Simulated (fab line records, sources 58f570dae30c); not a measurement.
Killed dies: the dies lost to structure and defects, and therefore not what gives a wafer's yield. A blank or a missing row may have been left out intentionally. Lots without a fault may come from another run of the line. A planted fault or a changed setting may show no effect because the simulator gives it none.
Check of tool commonality + flow berkeley cmos170 + 14 lots, 48 wafers sampled

## REASON FOR OPENING
2 of 14 lots carry a flag on the reading V2_TEOS_THK at UCB170_V2_THK_MEAS_01. Fault-free wafers read 1997 nm, with a standard deviation of 24.
Rule: a lot is flagged when every wafer of it that has a number lies more than 4 standard deviations from that mean, or none has a number. The other lots count as sound.

| lot  | measured     | on            | V2_TEOS_THK (nm), wafer by wafer | flag    |
|------|--------------|---------------|----------------------------------|---------|
| L628 | day 9 17:34  | film metro-04 | 1993 1960 2009                   |         |
| L622 | day 9 17:44  | film metro-03 | 1939 1961 1999                   |         |
| L624 | day 9 17:49  | film metro-04 | 1980 1980 2014                   |         |
| L627 | day 9 18:17  | film metro-03 | 2012 2035 2050                   |         |
| L625 | day 9 19:26  | film metro-02 | 1957 1974 2039                   |         |
| L629 | day 10 03:55 | film metro-04 | 1956 1975 1999                   |         |
| L630 | day 10 07:51 | film metro-04 | 1977 2013 1987                   |         |
| L633 | day 10 11:53 | film metro-03 | 1064 1080 1076 1062 1079 1077    | FLAGGED |
| L634 | day 10 21:55 | film metro-03 | 1075 1061 1052 1075 1061 1052    | FLAGGED |
| L637 | day 12 06:21 | film metro-04 | 1977 1976 2004                   |         |
| L640 | day 12 07:29 | film metro-04 | 1974 2002 2015                   |         |
| L638 | day 12 07:44 | film metro-04 | 1984 1950 1997                   |         |
| L645 | day 13 07:56 | film metro-03 | 2007 2001 2036                   |         |
| L643 | day 13 08:36 | film metro-03 | 1957 1987 1992                   |         |
The mean of the flagged lots' numbers is 1068 nm, -929 nm from the usual (-39 standard deviations).

## WHICH TOOL RAN EACH LOT
Before the reading, the record contains 2 process steps out of a 331-step route. Each cell gives the tool, then ch followed by the chambers the sampled wafers passed through, then the start.
| lot  | flag    | UCB170_M2_ETCH_17                  | UCB170_V2_CVD_00               |
|------|---------|------------------------------------|--------------------------------|
| L628 |         | rie diel-01 ch 0,1,3, day 9 16:52  | pecvd-02 ch 0,2, day 9 17:19   |
| L622 |         | rie diel-04 ch 1,2,3, day 9 16:56  | pecvd-01 ch 0,2, day 9 17:34   |
| L624 |         | rie diel-01 ch 0,1, day 9 17:10    | pecvd-03 ch 0,2, day 9 17:40   |
| L627 |         | rie diel-02 ch 2,3, day 9 17:29    | pecvd-01 ch 1,2, day 9 18:07   |
| L625 |         | rie diel-01 ch 0,2,3, day 9 18:50  | pecvd-03 ch 0,1,2, day 9 19:17 |
| L629 |         | rie diel-04 ch 0,3, day 10 03:18   | pecvd-02 ch 0,2, day 10 03:45  |
| L630 |         | rie diel-02 ch 1,2,3, day 10 07:03 | pecvd-02 ch 0,2, day 10 07:41  |
| L633 | FLAGGED | rie diel-04 ch 0,2, day 10 11:17   | pecvd-02 ch 0,1, day 10 11:44  |
| L634 | FLAGGED | rie diel-01 ch 0,1,3, day 10 21:16 | pecvd-02 ch 1,2, day 10 21:44  |
| L637 |         | rie diel-02 ch 0,1,2, day 12 05:44 | pecvd-03 ch 0,2, day 12 06:11  |
| L640 |         | rie diel-02 ch 1,3, day 12 06:53   | pecvd-03 ch 0,1, day 12 07:20  |
| L638 |         | rie diel-01 ch 1,2, day 12 07:04   | pecvd-01 ch 0,1, day 12 07:31  |
| L645 |         | rie diel-04 ch 0,3, day 13 07:19   | pecvd-03 ch 0,2, day 13 07:46  |
| L643 |         | rie diel-02 ch 0,1, day 13 07:59   | pecvd-01 ch 0,2, day 13 08:26  |
What the steps here do:
- UCB170_M2_ETCH_17: etches BARC in N2/H2.
- UCB170_V2_CVD_00: deposits SiO2 from TEOS/O2, target thk 2000 nm, time 250 s.
- UCB170_V2_THK_MEAS_01

## FLAGGED AGAINST TOTAL, ONE TOOL AT A TIME (gauges that did the reading follow at the end)
| step                  | tool          | lots run | flagged | share of the flagged lots | sound lots run after its first flagged lot |
|-----------------------|---------------|----------|---------|---------------------------|--------------------------------------------|
| UCB170_M2_ETCH_17     | rie diel-01   | 5        | 1       | some                      | 1 (L638)                                   |
| UCB170_M2_ETCH_17     | rie diel-02   | 5        | 0       | none                      | -                                          |
| UCB170_M2_ETCH_17     | rie diel-04   | 4        | 1       | some                      | 1 (L645)                                   |
| UCB170_V2_CVD_00      | pecvd-01      | 4        | 0       | none                      | -                                          |
| UCB170_V2_CVD_00      | pecvd-02      | 5        | 2       | all                       | 0                                          |
| UCB170_V2_CVD_00      | pecvd-03      | 5        | 0       | none                      | -                                          |
| UCB170_V2_THK_MEAS_01 | film metro-02 | 1        | 0       | none                      | -                                          |
| UCB170_V2_THK_MEAS_01 | film metro-03 | 6        | 2       | all                       | 2 (L645,L643)                              |
| UCB170_V2_THK_MEAS_01 | film metro-04 | 7        | 0       | none                      | -                                          |

## THE TABLE: WHAT IT ALLOWS
Every flagged lot went through 2 rows of the table: pecvd-02 at UCB170_V2_CVD_00 and film metro-03 at UCB170_V2_THK_MEAS_01.
- pecvd-02 at UCB170_V2_CVD_00 ran 5 lots, 2 of them flagged. A fault beginning between L630 (day 10 07:41), its last sound lot, and L633 (day 10 11:44), its first flagged one, fits the data.
- film metro-03 at UCB170_V2_THK_MEAS_01 ran 6 lots, 2 of them flagged. Lots that were sound ran on it after the first flagged one (L645, L643); a persistent fault on the entire tool would not allow that.
Just one tool remains: pecvd-02 at UCB170_V2_CVD_00.

## WHAT THE SIMULATOR HAD PUT IN
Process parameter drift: pecvd-02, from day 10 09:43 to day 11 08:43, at UCB170_V2_CVD_00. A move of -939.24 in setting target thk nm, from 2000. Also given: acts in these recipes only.
Lots struck among those shown: L633, L634. The same result came from the rule above.
